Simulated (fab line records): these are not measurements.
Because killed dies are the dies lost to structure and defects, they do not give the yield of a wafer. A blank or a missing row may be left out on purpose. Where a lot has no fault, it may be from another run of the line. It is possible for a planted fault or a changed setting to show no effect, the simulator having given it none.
Split-lot experiment / flow rit cmos / 5 lots, 23 wafers read, on a route of 202 steps

== ABOUT THE SPLIT ==
At RIT_GATE_OXIDATION_05 (target thk 3 nm, ox time 270 s), the setting ox time s was moved away from the recipe's 270 s on 10 of the 23 wafers read, by -6.1% to +8.1%. The other wafers ran this setting at the recipe's value.

The reading comes from the split's own step.

== THE READING ==
SiO2_of_GATE_OXIDATION_05.thk nm (the simulator's own value, which no gauge read), in nm, at RIT_GATE_OXIDATION_05 (target thk 3 nm, ox time 270 s). There is no usual value for it anywhere in the file. Here, 13 wafers ran the recipe; their average is 2.998 nm with a standard deviation of 0.024 nm.

wafer=L074.1; tool, chamber at the split=-, -; ox time s as run, s=270; against the recipe=recipe; SiO2_of_GATE_OXIDATION_05.thk nm, nm=3.007; against lot-mates on the recipe=-
wafer=L074.3; tool, chamber at the split=-, -; ox time s as run, s=270; against the recipe=recipe; SiO2_of_GATE_OXIDATION_05.thk nm, nm=2.971; against lot-mates on the recipe=-
wafer=L074.4; tool, chamber at the split=-, -; ox time s as run, s=270; against the recipe=recipe; SiO2_of_GATE_OXIDATION_05.thk nm, nm=3.005; against lot-mates on the recipe=-
wafer=L074.5; tool, chamber at the split=-, -; ox time s as run, s=270; against the recipe=recipe; SiO2_of_GATE_OXIDATION_05.thk nm, nm=2.966; against lot-mates on the recipe=-
wafer=L074.6; tool, chamber at the split=-, -; ox time s as run, s=270; against the recipe=recipe; SiO2_of_GATE_OXIDATION_05.thk nm, nm=2.964; against lot-mates on the recipe=-
wafer=L077.1; tool, chamber at the split=-, -; ox time s as run, s=270; against the recipe=recipe; SiO2_of_GATE_OXIDATION_05.thk nm, nm=2.997; against lot-mates on the recipe=-
wafer=L077.2; tool, chamber at the split=-, -; ox time s as run, s=270; against the recipe=recipe; SiO2_of_GATE_OXIDATION_05.thk nm, nm=3.03; against lot-mates on the recipe=-
wafer=L077.3; tool, chamber at the split=-, -; ox time s as run, s=270; against the recipe=recipe; SiO2_of_GATE_OXIDATION_05.thk nm, nm=3.028; against lot-mates on the recipe=-
wafer=L077.4; tool, chamber at the split=-, -; ox time s as run, s=270; against the recipe=recipe; SiO2_of_GATE_OXIDATION_05.thk nm, nm=3.022; against lot-mates on the recipe=-
wafer=L077.6; tool, chamber at the split=-, -; ox time s as run, s=270; against the recipe=recipe; SiO2_of_GATE_OXIDATION_05.thk nm, nm=3.004; against lot-mates on the recipe=-
wafer=L080.1; tool, chamber at the split=-, -; ox time s as run, s=253.4; against the recipe=-6.1%; SiO2_of_GATE_OXIDATION_05.thk nm, nm=2.889; against lot-mates on the recipe=no lot-mate on the recipe
wafer=L080.2; tool, chamber at the split=-, -; ox time s as run, s=253.4; against the recipe=-6.1%; SiO2_of_GATE_OXIDATION_05.thk nm, nm=2.934; against lot-mates on the recipe=no lot-mate on the recipe
wafer=L080.4; tool, chamber at the split=-, -; ox time s as run, s=253.4; against the recipe=-6.1%; SiO2_of_GATE_OXIDATION_05.thk nm, nm=2.866; against lot-mates on the recipe=no lot-mate on the recipe
wafer=L080.5; tool, chamber at the split=-, -; ox time s as run, s=253.4; against the recipe=-6.1%; SiO2_of_GATE_OXIDATION_05.thk nm, nm=2.833; against lot-mates on the recipe=no lot-mate on the recipe
wafer=L080.6; tool, chamber at the split=-, -; ox time s as run, s=253.4; against the recipe=-6.1%; SiO2_of_GATE_OXIDATION_05.thk nm, nm=2.932; against lot-mates on the recipe=no lot-mate on the recipe
wafer=L082.1; tool, chamber at the split=furnace-02, 0; ox time s as run, s=270; against the recipe=recipe; SiO2_of_GATE_OXIDATION_05.thk nm, nm=3.026; against lot-mates on the recipe=-
wafer=L082.2; tool, chamber at the split=furnace-02, 0; ox time s as run, s=270; against the recipe=recipe; SiO2_of_GATE_OXIDATION_05.thk nm, nm=2.965; against lot-mates on the recipe=-
wafer=L082.3; tool, chamber at the split=furnace-02, 0; ox time s as run, s=270; against the recipe=recipe; SiO2_of_GATE_OXIDATION_05.thk nm, nm=2.992; against lot-mates on the recipe=-
wafer=L085.1; tool, chamber at the split=-, -; ox time s as run, s=291.8; against the recipe=+8.1%; SiO2_of_GATE_OXIDATION_05.thk nm, nm=3.18; against lot-mates on the recipe=no lot-mate on the recipe
wafer=L085.2; tool, chamber at the split=-, -; ox time s as run, s=291.8; against the recipe=+8.1%; SiO2_of_GATE_OXIDATION_05.thk nm, nm=3.227; against lot-mates on the recipe=no lot-mate on the recipe
wafer=L085.3; tool, chamber at the split=-, -; ox time s as run, s=291.8; against the recipe=+8.1%; SiO2_of_GATE_OXIDATION_05.thk nm, nm=3.286; against lot-mates on the recipe=no lot-mate on the recipe
wafer=L085.4; tool, chamber at the split=-, -; ox time s as run, s=291.8; against the recipe=+8.1%; SiO2_of_GATE_OXIDATION_05.thk nm, nm=3.181; against lot-mates on the recipe=no lot-mate on the recipe
wafer=L085.6; tool, chamber at the split=-, -; ox time s as run, s=291.8; against the recipe=+8.1%; SiO2_of_GATE_OXIDATION_05.thk nm, nm=3.162; against lot-mates on the recipe=no lot-mate on the recipe

FIT RESULTS
A straight line over all 23 wafers: SiO2_of_GATE_OXIDATION_05.thk nm changes by +0.0226 nm for each +1% of ox time s; r = +0.95; the points scatter about the line by 0.038 nm.
Too few moved wafers with a lot-mate on the recipe to fit a line net of each lot's own level.

== THE FILE'S OWN FIT ==
SiO2_of_GATE_OXIDATION_05.thk nm changes by +0.0226 nm for each +1% of ox time s, r = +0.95.
